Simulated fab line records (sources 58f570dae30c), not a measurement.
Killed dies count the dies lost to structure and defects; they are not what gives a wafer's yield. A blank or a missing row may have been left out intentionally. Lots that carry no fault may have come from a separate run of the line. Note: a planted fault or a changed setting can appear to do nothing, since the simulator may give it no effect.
fab line records	flow berkeley-cmos170	part 1 of 2: steps 1 to 28 of 42
record lots=5	wafers=15	last-day=11
route steps=331 shown ACTIVE@63 PFIELD@79 FIELD@89 SACOX@97 SCREENOX@100 NVT@104
lots with no fault: from the same line, run without faults
start-h: start of the lot's first displayed wafer, in hours after the record's first day	wait-h: hours since the lot's step before	" same as the row above	L1.1+2: a single row standing in for several wafers	- value missing, or start not given	* or withheld: withheld	< > ~ a bound
route shown NAME@n: a module of which the file shows steps, and the number in the route of the first	usual: mean/standard deviation taken from wafers without a fault	same: alike in all rows	chamber/n: place in a boat	sites: each site's reading	_std_site: the values' standard deviation	_edge_site: the outer-site mean with the inner-site mean subtracted	radius-mm: for every site, how far away it sits from the centre of the wafer	mask NAME#n: copy n	behind: the most recent tool/chamber to have shaped the wafer	hold: the reason the lot was held/the length of the hold in hours/how it ended	device: the transistor (n, p or np) that didn't switch	end of line: at the end of the route, the tests of the same wafers	for a step that has no rows: nothing shown but its recipe	killed: not the wafer's yield, but the dies lost to structure and defects at the first sort	map: per-die view of a wafer (x killed, . not killed, _ where there is no die)
set.NAME: setting as actually run; set.NAME@STEP: the setting as run at that earlier step	model.NAME: the simulator's own value behind a step, which no gauge read
lots at some steps of the route; a table a step, a row a wafer
services: from which hour (start-h, from the record's first day; less than 0 if before it) a tool's chamber was out of use, for how many hours, and why
## steps
# step UCB170_ACTIVE_THK_MEAS_03
# recipe reads=SiO2_of_ACTIVE_OXIDATION_02
# usual ACTIVE_OXIDE_THK=26.4/0.49
lot.wafer	tool	chamber	start-h	wait-h	ACTIVE_OXIDE_THK[nm]
L075.4	film-metro-02	-	70.60	0.0	25.8
L075.5	"	-	"	"	26.5
L075.6	"	-	"	"	26.6
L080.2	film-metro-01	-	103.23	0.0	27.4
L080.5	"	-	"	"	27.6
L080.6	"	-	"	"	27.4
L088.1	film-metro-01	-	149.19	0.0	25.6
L088.2	"	-	"	"	25.6
L088.3	"	-	"	"	25.7
L091.2	film-metro-04	-	161.68	0.0	27.1
L091.4	"	-	"	"	27.2
L091.6	"	-	"	"	26.8
L089.3	film-metro-02	-	161.69	0.0	26.6
L089.4	"	-	"	"	26.5
L089.6	"	-	"	"	26.7
# step UCB170_ACTIVE_ANNEAL_04
# recipe temp-c=1000	time-s=900	ambient=N2
lot.wafer	tool	chamber	start-h	wait-h
L075.4+5+6	furnace-01	0	72.53	1.9
L080.2+5+6	furnace-01	0	107.57	4.3
L088.1+2+3	furnace-02	0	151.55	2.4
L089.3+4+6	furnace-04	0	164.52	2.8
L091.2+4+6	furnace-04	0	164.52	2.8
# step UCB170_ACTIVE_CVD_05
# recipe material=Si3N4	target-thk-nm=220	temp-c=800	precursor=SiH2Cl2/NH3	time-s=3300	pressure-mtorr=200	sih2cl2-flow-sccm=25	nh3-flow-sccm=75
# usual pressure-mtorr=199.9/0.46
lot.wafer	tool	chamber	start-h	wait-h	pressure-mtorr
L075.4	lpcvd-01	1	73.78	0.0	199.3
L075.5	"	1	"	"	199.6
L075.6	"	1	"	"	199.2
L080.2	lpcvd-01	1	108.82	0.0	199.8
L080.5	"	1	"	"	200.3
L080.6	"	1	"	"	200.1
L088.1	lpcvd-01	0	153.89	1.1	200.0
L088.2	"	0	"	"	200.4
L088.3	"	0	"	"	200.3
L089.3	lpcvd-01	0	165.77	0.0	200.2
L089.4	"	0	"	"	199.7
L089.6	"	0	"	"	200.6
L091.2	lpcvd-01	1	165.77	0.0	200.2
L091.4	"	1	"	"	199.6
L091.6	"	1	"	"	200.0
# step UCB170_ACTIVE_THK_MEAS_06
# recipe reads=Si3N4_of_ACTIVE_CVD_05
# usual ACTIVE_NITRIDE_THK=220.2/2.1
lot.wafer	tool	chamber	start-h	wait-h	ACTIVE_NITRIDE_THK[nm]
L075.4	film-metro-02	-	75.73	0.0	219.2
L075.5	"	-	"	"	219.1
L075.6	"	-	"	"	219.3
L080.2	film-metro-02	-	111.70	0.0	219.4
L080.5	"	-	"	"	221.9
L080.6	"	-	"	"	220.4
L088.1	film-metro-04	-	155.80	0.0	220.5
L088.2	"	-	"	"	220.0
L088.3	"	-	"	"	222.4
L089.3	film-metro-01	-	167.70	0.0	219.7
L089.4	"	-	"	"	217.8
L089.6	"	-	"	"	219.2
L091.2	film-metro-04	-	167.73	0.0	218.7
L091.4	"	-	"	"	219.6
L091.6	"	-	"	"	219.4
# step UCB170_ACTIVE_HMDS_07
# recipe prime-time-s=60	prime-temp-c=100
# usual prime-temp-c=100.00/0.12
lot.wafer	tool	chamber	start-h	wait-h	prime-temp-c
L075.4	litho-track-02	0	75.84	0.1	100.00
L075.5	"	0	"	"	100.00
L075.6	"	0	"	"	99.92
L080.2	litho-track-03	0	111.88	0.2	99.88
L080.5	"	0	"	"	100.02
L080.6	"	0	"	"	100.07
L088.1	litho-track-04	0	155.86	0.1	100.07
L088.2	"	0	"	"	100.11
L088.3	"	0	"	"	99.88
L089.3	litho-track-02	0	167.79	0.1	99.97
L089.4	"	0	"	"	99.94
L089.6	"	0	"	"	100.04
L091.2	litho-track-04	0	168.04	0.3	99.84
L091.4	"	0	"	"	99.75
L091.6	"	0	"	"	99.97
# step UCB170_ACTIVE_COAT_08
# recipe resist=KrF	spin-rpm=1500	resist-thk-nm=900
# usual dispense-pressure-kPa=50/5
lot.wafer	tool	chamber	start-h	wait-h	dispense-pressure-kPa
L075.4	litho-track-02	0	75.99	0.1	43
L075.5	"	0	"	"	43
L075.6	"	0	"	"	43
L080.2	litho-track-03	0	112.03	0.1	52
L080.5	"	0	"	"	52
L080.6	"	0	"	"	52
L088.1	litho-track-04	0	156.01	0.1	56
L088.2	"	0	"	"	56
L088.3	"	0	"	"	56
L089.3	litho-track-02	0	167.94	0.1	43
L089.4	"	0	"	"	43
L089.6	"	0	"	"	43
L091.2	litho-track-04	0	168.19	0.1	56
L091.4	"	0	"	"	56
L091.6	"	0	"	"	56
# step UCB170_ACTIVE_SOFTBAKE_09
# recipe resist=KrF	temp-c=130	time-s=60
# usual heater-power-total-W=56.80/0.049
lot.wafer	tool	chamber	start-h	wait-h	heater-power-total-W
L075.4	litho-track-02	0	76.14	0.1	56.82
L075.5	"	0	"	"	56.84
L075.6	"	0	"	"	56.86
L080.2	litho-track-03	0	112.18	0.1	56.78
L080.5	"	0	"	"	56.89
L080.6	"	0	"	"	56.72
L088.1	litho-track-04	0	156.16	0.1	56.88
L088.2	"	0	"	"	56.74
L088.3	"	0	"	"	56.78
L089.3	litho-track-02	0	168.09	0.1	56.75
L089.4	"	0	"	"	56.79
L089.6	"	0	"	"	56.81
L091.2	litho-track-04	0	168.34	0.1	56.83
L091.4	"	0	"	"	56.84
L091.6	"	0	"	"	56.80
# step UCB170_ACTIVE_EXPOSE_10
# recipe mask-id=ACTIVE	target-cd-nm=1200	na=0.5	sigma-outer=0.6	source-shape=conventional	dose-mj=20
lot.wafer	tool	chamber	start-h	wait-h	mask
L075.4+5+6	krf-scanner-01	0	76.39	0.2	ACTIVE#0
L080.2+5+6	krf-scanner-02	0	112.67	0.5	ACTIVE#0
L088.1+2+3	krf-scanner-01	0	156.55	0.4	ACTIVE#0
L089.3+4+6	krf-scanner-02	0	168.36	0.2	ACTIVE#0
L091.2+4+6	krf-scanner-02	0	168.58	0.2	ACTIVE#0
# step UCB170_ACTIVE_PEB_11
# recipe peb-temp-c=130	peb-time-s=withheld	resist=KrF
# usual heater-power-total-W=56.80/0.044
lot.wafer	tool	chamber	start-h	wait-h	heater-power-total-W
L075.4	litho-track-04	0	76.72	0.3	56.73
L075.5	"	0	"	"	56.83
L075.6	"	0	"	"	56.84
L080.2	litho-track-03	0	112.82	0.1	56.74
L080.5	"	0	"	"	56.71
L080.6	"	0	"	"	56.78
L088.1	litho-track-03	0	156.79	0.2	56.78
L088.2	"	0	"	"	56.81
L088.3	"	0	"	"	56.75
L089.3	litho-track-04	0	168.51	0.1	56.80
L089.4	"	0	"	"	56.72
L089.6	"	0	"	"	56.81
L091.2	litho-track-03	0	168.72	0.1	56.85
L091.4	"	0	"	"	56.82
L091.6	"	0	"	"	56.80
# step UCB170_ACTIVE_DEVELOP_12
# recipe developer=TMAH	develop-time-s=45	resist=KrF	dev-temp-c=21
lot.wafer	tool	chamber	start-h	wait-h
L075.4+5+6	litho-track-04	0	-	-
L080.2+5+6	litho-track-03	0	-	-
L088.1+2+3	litho-track-03	0	-	-
L089.3+4+6	litho-track-04	0	-	-
L091.2+4+6	litho-track-03	0	-	-
# step UCB170_ACTIVE_CD_MEAS_13
# recipe target-cd-nm=1200
# usual cd-nm=1200.0/2
lot.wafer	tool	chamber	start-h	wait-h	cd-nm
L075.4	cd-sem-02	-	76.98	-	1198.0
L075.5	"	-	"	"	1198.8
L075.6	"	-	"	"	1197.9
L080.2	cd-sem-02	-	113.09	-	1198.7
L080.5	"	-	"	"	1199.8
L080.6	"	-	"	"	1198.8
L088.1	cd-sem-02	-	157.06	-	1204.7
L088.2	"	-	"	"	1202.7
L088.3	"	-	"	"	1205.2
L089.3	cd-sem-02	-	168.78	-	1202.7
L089.4	"	-	"	"	1202.7
L089.6	"	-	"	"	1202.0
L091.2	cd-sem-02	-	168.99	-	1200.0
L091.4	"	-	"	"	1198.6
L091.6	"	-	"	"	1198.6
# step UCB170_ACTIVE_OVL_MEAS_14
# usual ACTIVE_OVL=-5/6.6
lot.wafer	tool	chamber	start-h	wait-h	ACTIVE_OVL[nm]
L075.4	overlay-01	-	77.06	0.1	0
L075.5	"	-	"	"	-3
L075.6	"	-	"	"	5
L080.2	overlay-02	-	113.20	0.1	-6
L080.5	"	-	"	"	-1
L080.6	"	-	"	"	-4
L088.1	overlay-01	-	157.18	0.1	-8
L088.2	"	-	"	"	-7
L088.3	"	-	"	"	-3
L089.3	overlay-01	-	168.87	0.1	-17
L089.4	"	-	"	"	-18
L089.6	"	-	"	"	-22
L091.2	overlay-01	-	169.09	0.1	-5
L091.4	"	-	"	"	-3
L091.6	"	-	"	"	-8
# step UCB170_ACTIVE_ETCH_15
# recipe chemistry=CH3F/Ar/O2	target=Si3N4	stop-on=SiO2	CH3F_flow_sccm=20	Ar_flow_sccm=50	O2_flow_sccm=7	pressure-mtorr=50	rf-w=450	target-depth-a=2420	over-etch-frac=0.1	time-s=151
# usual drypump-motor-current-A=5.8/0.42	oes-product-au=0.934/0.014	throttle-valve-pct=8.13/0.12
lot.wafer	tool	chamber	start-h	wait-h	drypump-motor-current-A	oes-product-au	rf-hours-counter-h	throttle-valve-pct
L075.4	rie-diel-02	0	77.08	0.0	6.0	0.929	106	8.05
L075.5	"	3	"	"	5.5	0.927	-	8.29
L075.6	"	0	"	"	6.0	0.932	-	8.05
L080.2	rie-diel-01	0	113.23	0.0	6.3	0.939	87	8.04
L080.5	"	1	"	"	5.0	0.938	-	8.25
L080.6	"	2	"	"	5.8	0.950	-	8.08
L088.1	rie-diel-01	2	157.22	0.0	5.7	0.956	140	8.06
L088.2	"	3	"	"	5.6	0.935	13	8.00
L088.3	"	1	"	"	5.0	0.940	134	8.23
L089.3	rie-diel-02	0	168.89	0.0	6.0	0.922	110	8.03
L089.4	"	2	"	"	6.4	0.915	-	8.28
L089.6	"	0	"	"	6.0	0.917	-	8.05
L091.2	rie-diel-02	0	169.12	0.0	6.0	0.925	110	8.05
L091.4	"	2	"	"	6.4	0.916	-	8.27
L091.6	"	0	"	"	6.0	0.912	-	8.04
# step UCB170_ACTIVE_STRIP_16
# recipe chemistry=O2	power-w=400	pressure-mtorr=3500	platen-temp-c=withheld	o2-flow-sccm=400	overash-fraction=0.5
# usual drypump-motor-current-A=5.8/0.38	o2-flow-sccm=399.9/1.2	oes-product-au=0.722/0.0044	strip-time-to-endpoint-s=18.10/0.094
lot.wafer	tool	chamber	start-h	wait-h	drypump-motor-current-A	o2-flow-sccm	oes-product-au	rf-hours-counter-h	strip-time-to-endpoint-s
L075.4	plasma-asher-02	0	77.21	0.1	5.9	400.4	0.720	-	18.13
L075.5	"	1	"	"	5.5	399.9	0.724	-	17.95
L075.6	"	0	"	"	5.9	402.5	0.723	-	18.10
L080.2	plasma-asher-04	0	113.33	0.1	5.9	398.9	0.728	39	17.94
L080.5	"	0	"	"	5.9	399.5	0.724	-	18.16
L080.6	"	1	"	"	6.6	400.8	0.731	-	18.03
L088.1	plasma-asher-04	1	157.32	0.1	6.6	400.9	0.724	44	18.17
L088.2	"	0	"	"	5.9	399.1	0.714	44	18.04
L088.3	"	0	"	"	5.9	399.9	0.720	-	18.25
L089.3	plasma-asher-01	1	169.03	0.1	5.5	399.5	0.722	-	18.09
L089.4	"	0	"	"	5.4	400.7	0.728	-	18.19
L089.6	"	1	"	"	5.5	400.8	0.712	-	18.11
L091.2	plasma-asher-01	1	169.22	0.1	5.5	397.2	0.720	6	18.21
L091.4	"	1	"	"	5.5	397.8	0.721	-	18.34
L091.6	"	1	"	"	5.5	398.6	0.721	-	18.22
# step UCB170_ACTIVE_CD_MEAS_90
# recipe target-cd-nm=1200
# usual cd-nm=1200.1/2
lot.wafer	tool	chamber	start-h	wait-h	cd-nm
L075.4	cd-sem-01	-	77.34	0.1	1198.6
L075.5	"	-	"	"	1198.8
L075.6	"	-	"	"	1197.6
L080.2	cd-sem-02	-	113.45	0.1	1199.0
L080.5	"	-	"	"	1199.6
L080.6	"	-	"	"	1198.9
L088.1	cd-sem-02	-	157.42	0.1	1205.0
L088.2	"	-	"	"	1202.8
L088.3	"	-	"	"	1205.3
L089.3	cd-sem-01	-	169.13	0.1	1202.6
L089.4	"	-	"	"	1202.7
L089.6	"	-	"	"	1202.3
L091.2	cd-sem-02	-	169.35	0.1	1200.3
L091.4	"	-	"	"	1199.0
L091.6	"	-	"	"	1199.2
# step UCB170_ACTIVE_CLEAN_17
# recipe chemistry=SPM	temp-c=120	time-s=600
# usual bath-guard-temp-C=120.3/0.48
lot.wafer	tool	chamber	start-h	wait-h	bath-guard-temp-C
L075.4	wet-bench-03	2	77.40	0.0	120.8
L075.5	"	2	"	"	120.9
L075.6	"	2	"	"	121.1
L080.2	wet-bench-01	3	113.55	0.1	120.3
L080.5	"	3	"	"	120.3
L080.6	"	3	"	"	120.7
L088.1	wet-bench-04	3	157.54	0.1	119.6
L088.2	"	3	"	"	120.0
L088.3	"	3	"	"	119.6
L089.3	wet-bench-01	3	169.54	0.4	120.5
L089.4	"	3	"	"	120.9
L089.6	"	3	"	"	120.3
L091.2	wet-bench-01	2	169.54	0.2	119.6
L091.4	"	2	"	"	119.6
L091.6	"	2	"	"	120.0
# step UCB170_PFIELD_HMDS_00
# recipe prime-time-s=60	prime-temp-c=100
# usual prime-temp-c=99.98/0.12
lot.wafer	tool	chamber	start-h	wait-h	prime-temp-c
L075.4	litho-track-01	0	77.66	0.1	99.90
L075.5	"	0	"	"	99.71
L075.6	"	0	"	"	100.02
L080.2	litho-track-02	0	113.90	0.2	99.84
L080.5	"	0	"	"	100.06
L080.6	"	0	"	"	100.10
L088.1	litho-track-02	0	157.88	0.2	99.93
L088.2	"	0	"	"	99.97
L088.3	"	0	"	"	99.87
L089.3	litho-track-04	0	169.76	0.1	100.10
L089.4	"	0	"	"	100.08
L089.6	"	0	"	"	99.92
L091.2	litho-track-01	0	169.90	0.2	100.01
L091.4	"	0	"	"	99.91
L091.6	"	0	"	"	100.00
# step UCB170_PFIELD_COAT_01
# recipe resist=KrF	spin-rpm=1500	resist-thk-nm=900
# usual dispense-pressure-kPa=47/5.5
lot.wafer	tool	chamber	start-h	wait-h	dispense-pressure-kPa
L075.4	litho-track-01	0	77.81	0.1	46
L075.5	"	0	"	"	46
L075.6	"	0	"	"	46
L080.2	litho-track-02	0	114.05	0.1	43
L080.5	"	0	"	"	43
L080.6	"	0	"	"	43
L088.1	litho-track-02	0	158.03	0.1	43
L088.2	"	0	"	"	43
L088.3	"	0	"	"	43
L089.3	litho-track-04	0	169.91	0.1	56
L089.4	"	0	"	"	56
L089.6	"	0	"	"	56
L091.2	litho-track-01	0	170.05	0.1	46
L091.4	"	0	"	"	46
L091.6	"	0	"	"	46
# step UCB170_PFIELD_SOFTBAKE_02
# recipe resist=KrF	temp-c=130	time-s=60
# usual heater-power-total-W=56.80/0.044
lot.wafer	tool	chamber	start-h	wait-h	heater-power-total-W
L075.4	litho-track-01	0	77.96	0.1	56.82
L075.5	"	0	"	"	56.71
L075.6	"	0	"	"	56.86
L080.2	litho-track-02	0	114.20	0.1	56.81
L080.5	"	0	"	"	56.85
L080.6	"	0	"	"	56.83
L088.1	litho-track-02	0	158.18	0.1	56.87
L088.2	"	0	"	"	56.82
L088.3	"	0	"	"	56.79
L089.3	litho-track-04	0	170.06	0.1	56.82
L089.4	"	0	"	"	56.79
L089.6	"	0	"	"	56.74
L091.2	litho-track-01	0	170.20	0.1	56.79
L091.4	"	0	"	"	56.79
L091.6	"	0	"	"	56.69
# step UCB170_PFIELD_EXPOSE_03
# recipe mask-id=PFIELD	na=0.5	sigma-outer=0.6	source-shape=conventional	target-cd-nm=1500	dose-mj=30
lot.wafer	tool	chamber	start-h	wait-h	mask
L075.4+5+6	krf-scanner-01	0	78.27	0.3	PFIELD#0
L080.2+5+6	krf-scanner-02	0	114.47	0.2	PFIELD#0
L088.1+2+3	krf-scanner-02	0	158.48	0.3	PFIELD#0
L089.3+4+6	krf-scanner-02	0	170.52	0.4	PFIELD#0
L091.2+4+6	krf-scanner-02	0	170.62	0.4	PFIELD#0
# step UCB170_PFIELD_PEB_04
# recipe peb-temp-c=130	peb-time-s=withheld	resist=KrF
# usual heater-power-total-W=56.81/0.045
lot.wafer	tool	chamber	start-h	wait-h	heater-power-total-W
L075.4	litho-track-02	0	78.77	0.5	56.77
L075.5	"	0	"	"	56.73
L075.6	"	0	"	"	56.82
L080.2	litho-track-02	0	114.62	0.1	56.81
L080.5	"	0	"	"	56.87
L080.6	"	0	"	"	56.73
L088.1	litho-track-04	0	159.21	0.7	56.76
L088.2	"	0	"	"	56.72
L088.3	"	0	"	"	56.84
L089.3	litho-track-04	0	170.65	0.1	56.85
L089.4	"	0	"	"	56.80
L089.6	"	0	"	"	56.78
L091.2	litho-track-04	0	170.90	0.3	56.78
L091.4	"	0	"	"	56.83
L091.6	"	0	"	"	56.85
# step UCB170_PFIELD_DEVELOP_05
# recipe developer=TMAH	develop-time-s=45	resist=KrF	dev-temp-c=21
lot.wafer	tool	chamber	start-h	wait-h
L075.4+5+6	litho-track-02	0	-	-
L080.2+5+6	litho-track-02	0	-	-
L088.1+2+3	litho-track-04	0	-	-
L089.3+4+6	litho-track-04	0	-	-
L091.2+4+6	litho-track-04	0	-	-
# step UCB170_PFIELD_OVL_MEAS_06
# usual PFIELD_OVL=-1/4.7
lot.wafer	tool	chamber	start-h	wait-h	PFIELD_OVL[nm]
L075.4	overlay-01	-	78.98	-	-5
L075.5	"	-	"	"	-1
L075.6	"	-	"	"	-1
L080.2	overlay-02	-	114.88	-	-4
L080.5	"	-	"	"	-4
L080.6	"	-	"	"	-5
L088.1	overlay-02	-	159.49	-	-2
L088.2	"	-	"	"	-6
L088.3	"	-	"	"	-4
L089.3	overlay-02	-	170.89	-	5
L089.4	"	-	"	"	11
L089.6	"	-	"	"	1
L091.2	overlay-02	-	171.16	-	-3
L091.4	"	-	"	"	3
L091.6	"	-	"	"	-10
# step UCB170_PFIELD_IMPLANT_07
# recipe species=B	dose-cm2=2e+13	energy-kev=80	tilt-deg=7
lot.wafer	tool	chamber	start-h	wait-h
L075.4+5+6	implanter-04	0	79.08	0.1
L080.2+5+6	implanter-03	0	114.93	0.0
L088.1+2+3	implanter-03	0	159.52	0.0
L089.3+4+6	implanter-04	0	170.96	0.1
L091.2+4+6	implanter-03	0	171.21	0.0
# step UCB170_PFIELD_STRIP_08
# recipe chemistry=O2	power-w=400	pressure-mtorr=3500	platen-temp-c=withheld	o2-flow-sccm=400	overash-fraction=0.5
# usual drypump-motor-current-A=5.9/0.36	o2-flow-sccm=399.9/1.1	oes-product-au=0.734/0.0044	strip-time-to-endpoint-s=21.64/0.07
lot.wafer	tool	chamber	start-h	wait-h	drypump-motor-current-A	o2-flow-sccm	oes-product-au	rf-hours-counter-h	strip-time-to-endpoint-s
L075.4	plasma-asher-04	0	79.18	0.1	5.9	398.9	0.737	-	21.64
L075.5	"	1	"	"	6.6	400.1	0.731	-	21.57
L075.6	"	0	"	"	5.9	399.5	0.737	-	21.60
L080.2	plasma-asher-02	0	115.06	0.1	5.9	400.8	0.744	39	21.59
L080.5	"	1	"	"	5.6	399.3	0.726	-	21.59
L080.6	"	0	"	"	5.9	399.6	0.734	-	21.66
L088.1	plasma-asher-02	1	159.67	0.1	5.5	399.5	0.739	44	21.56
L088.2	"	0	"	"	5.9	400.1	0.739	44	21.59
L088.3	"	0	"	"	5.9	400.6	0.728	-	21.50
L089.3	plasma-asher-02	1	171.09	0.1	5.5	398.2	0.729	-	21.58
L089.4	"	0	"	"	5.9	399.9	0.734	-	21.60
L089.6	"	0	"	"	5.9	399.5	0.721	-	21.70
L091.2	plasma-asher-04	1	171.34	0.1	6.6	397.3	0.739	46	21.63
L091.4	"	0	"	"	5.9	398.8	0.741	-	21.70
L091.6	"	0	"	"	5.9	399.4	0.737	-	21.65
# step UCB170_PFIELD_TW_MEAS_09
# usual PFIELD_TW=604/4.2
lot.wafer	tool	chamber	start-h	wait-h	PFIELD_TW
L075.4	film-metro-02	-	79.28	0.1	612
L075.5	"	-	"	"	610
L075.6	"	-	"	"	611
L080.2	film-metro-01	-	115.17	0.1	603
L080.5	"	-	"	"	603
L080.6	"	-	"	"	604
L088.1	film-metro-01	-	159.77	0.1	598
L088.2	"	-	"	"	600
L088.3	"	-	"	"	598
L089.3	film-metro-02	-	171.18	0.1	608
L089.4	"	-	"	"	606
L089.6	"	-	"	"	605
L091.2	film-metro-01	-	171.45	0.1	601
L091.4	"	-	"	"	602
L091.6	"	-	"	"	597
# step UCB170_FIELD_CLEAN_00
# recipe chemistry=dHF	dilution=25:1	time-s=7.5
lot.wafer	tool	chamber	start-h	wait-h
L075.4+5+6	wet-bench-02	2	79.31	0.0
L080.2+5+6	wet-bench-02	3	115.22	0.0
L088.1+2+3	wet-bench-02	0	159.83	0.1
L089.3+4+6	wet-bench-04	2	171.22	0.0
L091.2+4+6	wet-bench-04	1	171.50	0.0
# step UCB170_FIELD_OXIDATION_01
# recipe temp-c=1000	ambient=H2O	p-h2o-torr=584.62	target-thk-a=5583	ox-time-s=7200
# same ox-time-s=7200
lot.wafer	tool	chamber	start-h	wait-h
L075.4+5+6	furnace-04	0	81.33	2.0
L080.2+5+6	furnace-04	0	117.87	2.6
L088.1+2+3	furnace-04	0	161.52	1.7
L089.3+4+6	furnace-04	0	173.78	2.6
L091.2+4+6	furnace-04	0	173.78	2.3
